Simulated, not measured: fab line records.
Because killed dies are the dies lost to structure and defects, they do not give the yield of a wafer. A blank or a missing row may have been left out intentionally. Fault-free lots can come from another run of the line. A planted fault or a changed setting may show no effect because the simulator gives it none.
Lot-split experiment :: flow berkeley-cmos170 :: 23 wafers read across 5 lots, on a route 331 steps long

THE SPLIT
At UCB170_V2_COAT_07 (resist thk 900 nm), the setting resist-thk-nm was moved away from the recipe's 900 nm on 5 of the 23 wafers read, by -5.9% to -3.2%. For the rest of the wafers, this setting stayed at what the recipe calls for.

FROM THE SPLIT TO THE READING: what the file shows between them, 1 step
- UCB170_V2_DEVELOP_11: develop time 45 s (also split here: develop-time-s)

THE READING
KrF_of_V2_COAT_07.thk-nm (the simulator's own value, which no gauge read), in nm, at UCB170_V2_ETCH_14 (etches SiO2 in CHF3/CF4/Ar, stops on Al, target depth 1250 nm, time 291 s). There is no usual value for it anywhere in the file. Average 611.3 nm, standard deviation 5.8 nm, over the 18 wafers here run with the recipe.

wafer: L074.1
tool, chamber at the split: litho-track-02, 0
resist-thk-nm as run, nm: 900
against the recipe: recipe
KrF_of_V2_COAT_07.thk-nm, nm: 614.8
against lot-mates on the recipe: -

wafer: L074.5
tool, chamber at the split: litho-track-02, 0
resist-thk-nm as run, nm: 900
against the recipe: recipe
KrF_of_V2_COAT_07.thk-nm, nm: 614.8
against lot-mates on the recipe: -

wafer: L074.2
tool, chamber at the split: litho-track-02, 0
resist-thk-nm as run, nm: 846.7
against the recipe: -5.9%
KrF_of_V2_COAT_07.thk-nm, nm: 557.5
against lot-mates on the recipe: -56.4

wafer: L074.3
tool, chamber at the split: litho-track-02, 0
resist-thk-nm as run, nm: 900
against the recipe: recipe
KrF_of_V2_COAT_07.thk-nm, nm: 612.2
against lot-mates on the recipe: -

wafer: L074.6
tool, chamber at the split: litho-track-02, 0
resist-thk-nm as run, nm: 846.7
against the recipe: -5.9%
KrF_of_V2_COAT_07.thk-nm, nm: 560.4
against lot-mates on the recipe: -53.5

wafer: L078.1
tool, chamber at the split: litho-track-04, 0
resist-thk-nm as run, nm: 871
against the recipe: -3.2%
KrF_of_V2_COAT_07.thk-nm, nm: 573
against lot-mates on the recipe: -30.0

wafer: L078.2
tool, chamber at the split: litho-track-04, 0
resist-thk-nm as run, nm: 900
against the recipe: recipe
KrF_of_V2_COAT_07.thk-nm, nm: 601.4
against lot-mates on the recipe: -

wafer: L078.3
tool, chamber at the split: litho-track-04, 0
resist-thk-nm as run, nm: 871
against the recipe: -3.2%
KrF_of_V2_COAT_07.thk-nm, nm: 580.9
against lot-mates on the recipe: -22.1

wafer: L078.4
tool, chamber at the split: litho-track-04, 0
resist-thk-nm as run, nm: 900
against the recipe: recipe
KrF_of_V2_COAT_07.thk-nm, nm: 604.5
against lot-mates on the recipe: -

wafer: L078.6
tool, chamber at the split: litho-track-04, 0
resist-thk-nm as run, nm: 871
against the recipe: -3.2%
KrF_of_V2_COAT_07.thk-nm, nm: 582.4
against lot-mates on the recipe: -20.6

wafer: L079.1
tool, chamber at the split: litho-track-01, 0
resist-thk-nm as run, nm: 900
against the recipe: recipe
KrF_of_V2_COAT_07.thk-nm, nm: 605.1
against lot-mates on the recipe: -

wafer: L079.2
tool, chamber at the split: litho-track-01, 0
resist-thk-nm as run, nm: 900
against the recipe: recipe
KrF_of_V2_COAT_07.thk-nm, nm: 617.9
against lot-mates on the recipe: -

wafer: L079.3
tool, chamber at the split: litho-track-01, 0
resist-thk-nm as run, nm: 900
against the recipe: recipe
KrF_of_V2_COAT_07.thk-nm, nm: 614.3
against lot-mates on the recipe: -

wafer: L079.4
tool, chamber at the split: litho-track-01, 0
resist-thk-nm as run, nm: 900
against the recipe: recipe
KrF_of_V2_COAT_07.thk-nm, nm: 604.6
against lot-mates on the recipe: -

wafer: L079.6
tool, chamber at the split: litho-track-01, 0
resist-thk-nm as run, nm: 900
against the recipe: recipe
KrF_of_V2_COAT_07.thk-nm, nm: 618.5
against lot-mates on the recipe: -

wafer: L081.1
tool, chamber at the split: litho-track-01, 0
resist-thk-nm as run, nm: 900
against the recipe: recipe
KrF_of_V2_COAT_07.thk-nm, nm: 606.6
against lot-mates on the recipe: -

wafer: L081.2
tool, chamber at the split: litho-track-01, 0
resist-thk-nm as run, nm: 900
against the recipe: recipe
KrF_of_V2_COAT_07.thk-nm, nm: 613.2
against lot-mates on the recipe: -

wafer: L081.3
tool, chamber at the split: litho-track-01, 0
resist-thk-nm as run, nm: 900
against the recipe: recipe
KrF_of_V2_COAT_07.thk-nm, nm: 614.7
against lot-mates on the recipe: -

wafer: L081.4
tool, chamber at the split: litho-track-01, 0
resist-thk-nm as run, nm: 900
against the recipe: recipe
KrF_of_V2_COAT_07.thk-nm, nm: 609
against lot-mates on the recipe: -

wafer: L081.6
tool, chamber at the split: litho-track-01, 0
resist-thk-nm as run, nm: 900
against the recipe: recipe
KrF_of_V2_COAT_07.thk-nm, nm: 603.2
against lot-mates on the recipe: -

wafer: L082.3
tool, chamber at the split: litho-track-01, 0
resist-thk-nm as run, nm: 900
against the recipe: recipe
KrF_of_V2_COAT_07.thk-nm, nm: 622.4
against lot-mates on the recipe: -

wafer: L082.4
tool, chamber at the split: litho-track-01, 0
resist-thk-nm as run, nm: 900
against the recipe: recipe
KrF_of_V2_COAT_07.thk-nm, nm: 614.6
against lot-mates on the recipe: -

wafer: L082.5
tool, chamber at the split: litho-track-01, 0
resist-thk-nm as run, nm: 900
against the recipe: recipe
KrF_of_V2_COAT_07.thk-nm, nm: 611.5
against lot-mates on the recipe: -

FIT RESULTS
A straight line over all 23 wafers: KrF_of_V2_COAT_07.thk-nm changes by +9.18 nm for each +1% of resist-thk-nm; r = +0.95; the points scatter about the line by 5.7 nm.
The same after taking each lot's own level away (the mean of its wafers on the recipe; 23 wafers): +8.8 nm for each +1%; r = +0.96; scatter 4.7 nm.
Per that fit: largest resist-thk-nm move, reading shift of 52 nm.
Across the lots, their own levels run from 602.95 to 616.17 nm, a range of 2.3 times the standard deviation given above.
The two slopes agree, so the slope changes little with the lot-to-lot level.
Check: -49.3 nm against its lot-mates is what the line predicts for one of the wafers moved furthest among these (-5.9%) when that wafer is left out of the fit. Against them it came out at -56.4 nm.

ADDITIONAL SPLITS CARRIED BY THESE WAFERS
Note: prior to the reading, these wafers also went through further splits. Each is held against what the fit with the lots' levels taken away leaves over:
other split on the same wafers: UCB170_SILICIDE_SPUTTER_01 time-s
wafers away from the commonest value: 8
r with KrF_of_V2_COAT_07.thk-nm (lot level and that fit taken away): -0.25

other split on the same wafers: UCB170_M1_SPUTTER_00 time-s
wafers away from the commonest value: 8
r with KrF_of_V2_COAT_07.thk-nm (lot level and that fit taken away): -0.01

other split on the same wafers: UCB170_M1_EXPOSE_06 dose-mj
wafers away from the commonest value: 5
r with KrF_of_V2_COAT_07.thk-nm (lot level and that fit taken away): +0.36

other split on the same wafers: UCB170_M2_COAT_05 spin-rpm
wafers away from the commonest value: 8
r with KrF_of_V2_COAT_07.thk-nm (lot level and that fit taken away): -0.04

other split on the same wafers: UCB170_M2_METAL_ETCH_18 time-s
wafers away from the commonest value: 10
r with KrF_of_V2_COAT_07.thk-nm (lot level and that fit taken away): -0.11

other split on the same wafers: UCB170_V2_DEVELOP_11 develop-time-s
wafers away from the commonest value: 5
r with KrF_of_V2_COAT_07.thk-nm (lot level and that fit taken away): -0.31

THE WHOLE CHAIN: every reading that the file lists as answering this split, in the file's order
step: UCB170_V2_COAT_07
what it does: resist thk 900 nm
reading: KrF_of_V2_COAT_07.thk-nm (the simulator's own value, which no gauge read)
change (the file's fit): +9 nm for each +1% of the setting
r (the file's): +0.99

step: UCB170_V2_ETCH_14
what it does: etches SiO2 in CHF3/CF4/Ar, stops on Al, target depth 1250 nm, time 291 s
reading: KrF_of_V2_COAT_07.thk-nm (the simulator's own value, which no gauge read)
change (the file's fit): +8.88 nm for each +1% of the setting
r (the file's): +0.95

step: UCB170_V2_STRIP_15
what it does: strips in O2
reading: strip-time-to-endpoint-s
change (the file's fit): withheld for each +1% of the setting
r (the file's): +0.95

FILE'S OWN FIT
KrF_of_V2_COAT_07.thk-nm changes by +8.88 nm for each +1% of resist-thk-nm, r = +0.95.
